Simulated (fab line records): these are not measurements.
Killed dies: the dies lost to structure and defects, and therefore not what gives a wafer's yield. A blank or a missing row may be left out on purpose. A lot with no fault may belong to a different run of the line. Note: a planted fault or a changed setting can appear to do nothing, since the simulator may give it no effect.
Which of the tools did it? | flow ritCmos | 39 wafers from 13 lots sampled at 2 of the route's 202 steps

## WHAT THE GAUGES SHOWED, per wafer
RIT_SPACER_THK_MEAS_04.
lot  | measured    | on           | SPACER_NITRIDE_THK (nm)
L532 | day 3 13:19 | filmMetro-01 | 249.7 250.0 247.9
L533 | day 3 18:34 | filmMetro-01 | 249.2 246.3 249.4
L534 | day 4 00:20 | filmMetro-04 | 248.2 249.7 249.0
L535 | day 4 07:01 | filmMetro-01 | 245.5 247.8 247.8
L536 | day 4 09:38 | filmMetro-04 | 246.6 249.1 248.4
L537 | day 4 13:25 | filmMetro-01 | 246.4 247.7 248.5
L546 | day 6 08:47 | filmMetro-04 | 262.1 262.9 260.0
L548 | day 6 17:18 | filmMetro-01 | 249.1 247.2 248.3
L549 | day 6 22:11 | filmMetro-01 | 249.4 246.9 250.1
L550 | day 6 23:25 | filmMetro-01 | 247.2 248.6 247.9
L552 | day 7 13:21 | filmMetro-01 | 246.6 242.5 246.1
L553 | day 7 20:10 | filmMetro-01 | 248.5 248.1 248.6
L554 | day 8 03:17 | filmMetro-01 | 247.2 247.7 249.4

## WHAT TOOL EACH LOT RAN ON (gives the tool, then ch and the chambers of the sampled wafers, and finally the start)
lot  | RIT_SPACER_CVD_03
L532 | lpcvd-01 ch 0, day 3 11:24
L533 | lpcvd-01 ch 0, day 3 16:38
L534 | lpcvd-01 ch 1, day 3 22:24
L535 | lpcvd-02 ch 0, day 4 05:05
L536 | lpcvd-01 ch 0, day 4 07:41
L537 | lpcvd-02 ch 1, day 4 11:30
L546 | lpcvd-01 ch 0, day 6 05:55
L548 | lpcvd-01 ch 1, day 6 15:22
L549 | lpcvd-01 ch 1, day 6 20:15
L550 | lpcvd-02 ch 1, day 6 20:31
L552 | lpcvd-02 ch 0, day 7 11:26
L553 | lpcvd-02 ch 1, day 7 18:14
L554 | lpcvd-02 ch 0, day 8 01:22
- RIT_SPACER_CVD_03: deposits Si3N4 from SiH2Cl2/NH3, target thk 250 nm, time 3300 s.

## WHAT THE TOOLS THEMSELVES READ (means of the sampled wafers that have a number; where no wafer has one, the mark that the record gives instead)
RIT_SPACER_CVD_03.
lot  | tool     | pressureMtorr (mTorr) | zonePowerSourcePct (%)
L532 | lpcvd-01 | 299.9                 | 19.8
L533 | lpcvd-01 | 299.7                 | 19.7
L534 | lpcvd-01 | 299.5                 | 24.1
L535 | lpcvd-02 | 300.4                 | 21.7
L536 | lpcvd-01 | 300.3                 | 19.7
L537 | lpcvd-02 | 300.4                 | 23.5
L546 | lpcvd-01 | 358.9                 | 19.6
L548 | lpcvd-01 | 300.0                 | 24.1
L549 | lpcvd-01 | 300.0                 | 23.9
L550 | lpcvd-02 | 299.4                 | 23.6
L552 | lpcvd-02 | 300.3                 | 21.8
L553 | lpcvd-02 | 300.7                 | 23.4
L554 | lpcvd-02 | 300.4                 | 21.7

## THE ANSWER, worked out from the rows above alone
Rule: usual is defined by the lots themselves. Put in order of their means at a reading, lots are off if they are a third of the lots or fewer, leave a main group of 4 or more, and stand apart from it by a gap of 3 or more times the standard deviation of the main group's means; of several such gaps the widest counts. The tables above print the reading to a certain number of digits; a main group whose means all agree to those digits is not used. A lot without any number at a reading at which 4 lots or more have one is off too. Any other lot the step has rows for is counted as sound. First the gauges in route order, then the tools' own readings, where a lot's mean is used as printed above. At the first step where some lot is off, the reading lying furthest off is the one used; lots without a number count as furthest.
Off: L546, seen at RIT_SPACER_THK_MEAS_04 (SPACER_NITRIDE_THK). For the main group the mean is 248.0 nm and the standard deviation 1.
If a tool, at a process step before that reading, ran all the lots that are off and no sound lot after the first of them, it fits. The gauges at RIT_SPACER_THK_MEAS_04 aren't tried: what is off there is off at RIT_SPACER_CVD_03 too, on other tools, and a gauge's error can't cause that. Not one of the candidates tried fits.

## WHAT WAS PUT IN BY THE SIMULATOR
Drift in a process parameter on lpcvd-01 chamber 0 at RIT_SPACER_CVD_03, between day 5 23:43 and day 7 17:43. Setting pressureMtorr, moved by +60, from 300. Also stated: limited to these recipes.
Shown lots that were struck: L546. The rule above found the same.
